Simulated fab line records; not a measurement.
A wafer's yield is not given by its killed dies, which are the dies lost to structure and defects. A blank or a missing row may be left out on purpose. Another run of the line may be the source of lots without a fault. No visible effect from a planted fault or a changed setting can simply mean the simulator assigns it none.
One fault through the eyes of 2 desks | flow berkeley_cmos170 | numbers are kept per desk, each desk with only its own; the story behind them comes last

THE TOOL OWNER'S DESK: implanter-04
The tool's own readings at UCB170_NWELL_IMPLANT_14, given as means over the sampled wafers that have a number, one for each lot that went through this tool. Any lot whose mean is over 4 standard deviations away from the usual mean is out of limits and marked OUT; that distance is given in the brackets.
Columns: A = beam_energy_keV at UCB170_NWELL_IMPLANT_14, usual 149.99; B = faraday_current_uA at UCB170_NWELL_IMPLANT_14, usual 31.7
lot  | first seen here | A                        | B
L734 | day 2 06:29     | 149.99                   | 31.8
L738 | day 3 06:37     | 149.92                   | 30.9
L739 | day 3 13:25     | 150.03                   | 32.1
L743 | day 4 07:17     | 158.32 (+99 or more) OUT | 31.0
L747 | day 4 23:49     | 158.31 (+99 or more) OUT | 31.8
Finding of this desk: L743, L747 out of limits; the first was L743 at day 4 07:17, on beam_energy_keV at UCB170_NWELL_IMPLANT_14. Within limits: L734, L738, L739.

FROM THE METROLOGY DESK
What the gauges read for every lot (on any tool): the sampled wafers with a number, averaged. Any lot whose mean is over 4 standard deviations away from the usual mean is out of limits and marked OUT; that distance is given in the brackets.
Columns: A = NWELL_OXIDE_THK at UCB170_NWELL_THK_MEAS_02, usual 26.3 nm; B = NWELL_NITRIDE_THK at UCB170_NWELL_THK_MEAS_05, usual 223.6 nm; C = NVT_OVL at UCB170_NVT_OVL_MEAS_06, usual 0 nm
lot  | first seen here | A    | B     | C
L734 | day 2 00:01     | 25.7 | 224.2 | -3
L735 | day 2 04:17     | 26.4 | 225.1 | 1
L736 | day 2 09:38     | 26.3 | 222.0 | 2
L737 | day 2 15:30     | 26.9 | 222.2 | 4
L738 | day 2 21:32     | 26.8 | 221.3 | -1
L739 | day 3 03:56     | 26.1 | 222.1 | 2
L743 | day 4 00:04     | 26.5 | 224.4 | -1
L744 | day 4 04:31     | 26.3 | 224.0 | 4
L746 | day 4 07:11     | 26.0 | 224.3 | -10
L747 | day 4 15:52     | 26.3 | 223.4 | 1
L750 | day 5 12:06     | 25.8 | 220.5 | -2
L752 | day 5 17:19     | 25.9 | 224.0 | 2
L753 | day 5 22:29     | 26.3 | 226.9 | -3
L754 | day 6 06:10     | 26.2 | 222.9 | -0
This desk's finding: nothing out of limits on any of the 14 lots.

ALL TOGETHER
On L743, L747, at day 4 07:17, an alarm was possible from the tool owner's desk.
Nothing out of limits was seen by the metrology desk.
The metrology desk has L743, L747 on record, within its limits.
UCB170_NWELL_IMPLANT_14 was run on implanter-04 by each of the lots named.

WHAT HAD BEEN PUT IN BY THE SIMULATOR
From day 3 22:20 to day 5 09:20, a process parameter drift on implanter-04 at UCB170_NWELL_IMPLANT_14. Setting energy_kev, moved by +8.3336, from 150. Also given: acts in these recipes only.
Lots struck among those shown: L743, L747.
How many hours passed from the start of the fault until each desk's first out-of-limits reading: the tool owner's desk, 9.
